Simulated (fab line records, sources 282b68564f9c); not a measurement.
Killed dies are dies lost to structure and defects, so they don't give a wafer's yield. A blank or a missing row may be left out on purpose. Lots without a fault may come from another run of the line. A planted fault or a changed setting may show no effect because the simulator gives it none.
fab line records | flow rit_cmos
record lots=13 wafers=39 last_day=7
route steps=202 shown GATE@89 M1@202
lots that met no fault: from a run of the same line without faults
start_h: hours from the record's first day to the start of the lot's first wafer shown | wait_h: hours since the lot's step before | " the same as in the row above | L1.1+2: a row that stands for several wafers | - no value, or no start given | * or withheld: withheld | < > ~ a bound
route shown NAME@n: a module of which the file shows steps, and the number in the route of the first | usual: mean/standard deviation of fault-free wafers | same: alike in all rows | chamber/n: place in a boat | sites: the reading at each site | _std_site: their standard deviation | _edge_site: outer sites' mean less inner sites' | radius_mm: how far each site lies from the wafer's centre | mask NAME#n: copy n | behind: the tool/chamber that last shaped the wafer | hold: why the lot was held/for how many hours/how that ended | device: the transistor (n, p or np) that didn't switch | end of line: the same wafers' tests at the end of the route | a step without rows: its recipe alone | killed: dies lost to structure and defects at the first sort, not the wafer's yield | map: a wafer's dies, x killed, . not, _ none there
set.NAME: the setting as run; set.NAME@STEP: as run at that earlier step | model.NAME: the simulator's own value behind a step, which no gauge read
steps of the route over a sample of lots; a table a step, a row a wafer
services: from which hour (start_h, from the record's first day; less than 0 if before it) a tool's chamber was out of use, for how many hours, and why
## steps
# step RIT_GATE_EXPOSE_13
# recipe mask_id=M6 na=0.6 source_shape=conventional sigma_outer=0.6 target_cd_nm=150 dose_mj=380
# usual exposure_dose_mJ_cm2=380.0/0.34
# columns lot.wafer tool chamber start_h wait_h mask exposure_dose_mJ_cm2
L190.1 iline_stepper-02 0 41.08 0.1 M6#0 380.0
L190.4 " 0 " " M6#0 379.5
L190.5 " 0 " " M6#0 380.0
L191.1 iline_stepper-02 0 41.57 0.1 M6#0 380.3
L191.3 " 0 " " M6#0 379.3
L191.6 " 0 " " M6#0 379.8
L192.1 iline_stepper-01 0 49.34 0.2 M6#0 379.9
L192.2 " 0 " " M6#0 379.9
L192.4 " 0 " " M6#0 379.8
L193.2 iline_stepper-01 0 53.10 0.2 M6#0 380.2
L193.3 " 0 " " M6#0 380.5
L193.5 " 0 " " M6#0 380.2
L194.1 iline_stepper-02 0 57.72 0.2 M6#0 379.7
L194.5 " 0 " " M6#0 380.0
L194.6 " 0 " " M6#0 380.3
L195.1 iline_stepper-01 0 63.38 0.2 M6#0 380.0
L195.4 " 0 " " M6#0 380.0
L195.5 " 0 " " M6#0 379.9
L196.1 iline_stepper-01 0 68.59 0.1 M6#0 380.0
L196.3 " 0 " " M6#0 380.5
L196.6 " 0 " " M6#0 380.0
L197.1 iline_stepper-01 0 76.70 0.1 M6#0 380.0
L197.5 " 0 " " M6#0 379.6
L197.6 " 0 " " M6#0 379.5
L199.1 iline_stepper-01 0 84.49 0.1 M6_R1#0 380.4
L199.3 " 0 " " M6_R1#0 380.5
L199.4 " 0 " " M6_R1#0 380.2
L203.2 iline_stepper-02 0 106.18 0.2 M6#0 379.7
L203.4 " 0 " " M6#0 380.3
L203.5 " 0 " " M6#0 380.7
L209.3 iline_stepper-02 0 132.87 0.1 M6#0 380.0
L209.4 " 0 " " M6#0 380.1
L209.6 " 0 " " M6#0 379.8
L212.1 iline_stepper-02 0 149.17 0.2 M6#0 379.7
L212.3 " 0 " " M6#0 379.9
L212.4 " 0 " " M6#0 380.0
L213.4 iline_stepper-02 0 153.24 0.1 M6#0 380.2
L213.5 " 0 " " M6#0 379.6
L213.6 " 0 " " M6#0 380.2
# step RIT_GATE_CD_MEAS_16
# recipe target_cd_nm=150
# usual cd_nm=148.2/2
# columns lot.wafer tool chamber start_h wait_h cd_nm
L190.1 cd_sem-02 - 41.48 - 149.8
L190.4 " - " " 149.0
L190.5 " - " " 150.3
L191.1 cd_sem-02 - 41.97 - 146.4
L191.3 " - " " 146.9
L191.6 " - " " 146.8
L192.1 cd_sem-01 - 49.74 - 152.1
L192.2 " - " " 150.8
L192.4 " - " " 150.5
L193.2 cd_sem-02 - 53.51 - 149.6
L193.3 " - " " 147.9
L193.5 " - " " 147.7
L194.1 cd_sem-02 - 58.27 - 148.8
L194.5 " - " " 146.9
L194.6 " - " " 146.3
L195.1 cd_sem-02 - 63.78 - 149.1
L195.4 " - " " 150.4
L195.5 " - " " 150.2
L196.1 cd_sem-02 - 68.99 - 151.2
L196.3 " - " " 147.6
L196.6 " - " " 150.1
L197.1 cd_sem-01 - 77.23 - 152.0
L197.5 " - " " 148.1
L197.6 " - " " 148.5
L199.1 cd_sem-01 - 84.89 - 161.5
L199.3 " - " " 161.1
L199.4 " - " " 160.9
L203.2 cd_sem-01 - 106.65 - 147.7
L203.4 " - " " 150.3
L203.5 " - " " 150.2
L209.3 cd_sem-02 - 133.27 - 148.4
L209.4 " - " " 149.2
L209.6 " - " " 151.0
L212.1 cd_sem-01 - 149.64 - 149.3
L212.3 " - " " 147.8
L212.4 " - " " 148.1
L213.4 cd_sem-02 - 153.64 - 149.0
L213.5 " - " " 146.1
L213.6 " - " " 148.3
# step RIT_M1_PROBE_99
# usual killed_at_M0_to_M3=0.0/0.14 killed_at_contacts=0.1/0.34 killed_at_front_end=6.6/2.7 killed_dies=6.7/2.7 killed_open=3.5/1.9 killed_short=3.1/1.8
# same gross_dies=264 killed_at_M4_up=0 killed_at_back_side=0 killed_at_other=0
# columns lot.wafer tool chamber start_h wait_h killed_at_M0_to_M3 killed_at_contacts killed_at_front_end killed_dies killed_open killed_short
L199.4 prober-02 - 107.11 0.2 0 0 12 12 5 6
# killed by level:class
L199.4 SPACER:geometric_particle:open=3 SILICIDE:geometric_particle:short=3 GATE:geometric_particle:short=2 FOX2:geometric_particle:short=1 GATE:geometric_particle:open=1 SILICIDE:geometric_particle:open=1 GATE:area_expose=1
## services
# columns tool chamber start_h hours kind
iline_stepper-02 - 21.18 5.7 repair
iline_stepper-02 - 54.26 1.7 pm
iline_stepper-01 - 127.65 1.7 pm
iline_stepper-01 - 130.37 8.9 pm
## key
first_sign step=RIT_GATE_EXPOSE_13 reading=mask direction=changed
effect step=RIT_GATE_CD_MEAS_16 reading=cd_nm direction=up sigmas=6.5 usual=148.2 struck=161.2
met_at RIT_GATE_EXPOSE_13
struck_lots L199
tester_left_out L199
onset_between 76.70 84.49
fault kind=wrong_mask tool=any chamber=- onset_h=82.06 steps=RIT_GATE_EXPOSE_13 aux_copy=M6_R1#0 cd_offset_nm=15 scope=struck_lots_only
# tester_left_out: of these lots the tester's yield and bins aren't shown, on N5 and GAA mostly nor the transistor test; their killed dies are dies lost to structure and defects alone, not to doping, threshold or leakage, so they don't give the yield
